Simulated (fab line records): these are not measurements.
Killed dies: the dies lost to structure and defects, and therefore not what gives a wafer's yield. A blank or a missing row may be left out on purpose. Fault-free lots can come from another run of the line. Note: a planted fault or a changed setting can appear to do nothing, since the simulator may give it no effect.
Split-lot experiment | flow berkeley_cmos170 | route with 331 steps; 5 lots, 23 wafers read

== SPLIT DETAILS ==
At UCB170_ACTIVE_ETCH_15 (etches Si3N4 in CH3F/Ar/O2, stops on SiO2, target depth 242 nm, time 151 s), the setting time_s was moved away from the recipe's 151 s on 7 of the 23 wafers read, by -12.2% to +4.2%. This setting was run at the recipe's value on the other wafers.

The split's own step is where the reading is taken.

== THE READING ==
KrF_of_ACTIVE_COAT_08.thk_nm (the simulator's own value, which no gauge read), in nm, at UCB170_ACTIVE_ETCH_15 (etches Si3N4 in CH3F/Ar/O2, stops on SiO2, target depth 242 nm, time 151 s). The file does not state a usual value for it. Here, 16 wafers ran the recipe; their average is 727.0 nm with a standard deviation of 3 nm.

wafer  | tool, chamber at the split | time_s as run, s | against the recipe | KrF_of_ACTIVE_COAT_08.thk_nm, nm | against lot-mates on the recipe
L074.1 | rie_diel-01, 1             | 156.9            | +3.9%              | 724                              | -1.0
L074.2 | rie_diel-01, 0             | 156.9            | +3.9%              | 718.5                            | -6.5
L074.3 | rie_diel-01, 2             | 151              | recipe             | 726.7                            | -
L074.5 | rie_diel-01, 2             | 151              | recipe             | 723.4                            | -
L074.6 | rie_diel-01, 1             | 156.9            | +3.9%              | 721                              | -4.0
L078.1 | rie_diel-01, 1             | 151              | recipe             | 730.2                            | -
L078.2 | rie_diel-01, 3             | 151              | recipe             | 727.4                            | -
L078.4 | rie_diel-01, 0             | 151              | recipe             | 731.1                            | -
L078.5 | rie_diel-01, 0             | 151              | recipe             | 730.9                            | -
L078.6 | rie_diel-01, 3             | 151              | recipe             | 726.4                            | -
L077.1 | rie_diel-03, 1             | 151              | recipe             | 725.6                            | -
L077.2 | rie_diel-03, 3             | 151              | recipe             | 727.4                            | -
L077.3 | rie_diel-03, 0             | 151              | recipe             | 727.6                            | -
L077.4 | rie_diel-03, 0             | 157.4            | +4.2%              | 723.9                            | -3.0
L077.5 | rie_diel-03, 3             | 157.4            | +4.2%              | 721.8                            | -5.1
L080.2 | rie_diel-04, 1             | 151              | recipe             | 728.4                            | -
L080.3 | rie_diel-04, 3             | 151              | recipe             | 727.4                            | -
L080.4 | rie_diel-04, 2             | 132.6            | -12.2%             | 746.1                            | +17.7
L080.5 | rie_diel-04, 0             | 132.6            | -12.2%             | 750.1                            | +21.7
L080.6 | rie_diel-04, 3             | 151              | recipe             | 729.5                            | -
L084.2 | rie_diel-01, 3             | 151              | recipe             | 724.2                            | -
L084.4 | rie_diel-01, 2             | 151              | recipe             | 718.8                            | -
L084.5 | rie_diel-01, 3             | 151              | recipe             | 726.3                            | -

THE FIT
A straight line over all 23 wafers: KrF_of_ACTIVE_COAT_08.thk_nm changes by -1.63 nm for each +1% of time_s; r = -0.92; the points scatter about the line by 3 nm.
The same after taking each lot's own level away (the mean of its wafers on the recipe; 23 wafers): -1.47 nm for each +1%; r = -0.94; scatter 2.2 nm.
On that fit, the largest move of time_s shifts the reading by 18 nm.
From 723.10 to 729.20 nm: that is the span of the lots' own levels, equal to 2.0 times the standard deviation above.
Thus the slope moves with the lot-to-lot level: the two fits are different.
Check: with one of the wafers moved furthest among these (-12.2%) left out of the fit, the line predicts +19.1 nm for it against its lot-mates. It came out at +17.7 nm against them.

== THESE WAFERS: OTHER SPLITS ==
These wafers also went through other splits before the reading. Each is held against what the fit with the lots' levels taken away leaves over:
other split on the same wafers       | wafers away from the commonest value | r with KrF_of_ACTIVE_COAT_08.thk_nm (lot level and that fit taken away)
UCB170_NWELL_OXIDATION_01 ox_time_s  | 18                                   | -0.20
UCB170_PWELL_OXIDATION_02 ox_time_s  | 10                                   | -0.17
UCB170_WELLDRIVE_OXIDATION_01 temp_c | 10                                   | -0.01
UCB170_ACTIVE_CVD_05 time_s          | 15                                   | +0.08

== THE WHOLE CHAIN: every reading that the file lists as answering this split, in the file's order ==
step                   | what it does                                                               | reading                                                                       | change (the file's fit)              | r (the file's)
UCB170_ACTIVE_ETCH_15  | etches Si3N4 in CH3F/Ar/O2, stops on SiO2, target depth 242 nm, time 151 s | KrF_of_ACTIVE_COAT_08.thk_nm (the simulator's own value, which no gauge read) | -1.5 nm for each +1% of the setting  | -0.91
UCB170_ACTIVE_STRIP_16 | strips in O2                                                               | strip_time_to_endpoint_s                                                      | withheld for each +1% of the setting | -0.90

== FILE'S OWN FIT ==
KrF_of_ACTIVE_COAT_08.thk_nm changes by -1.5 nm for each +1% of time_s, r = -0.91.
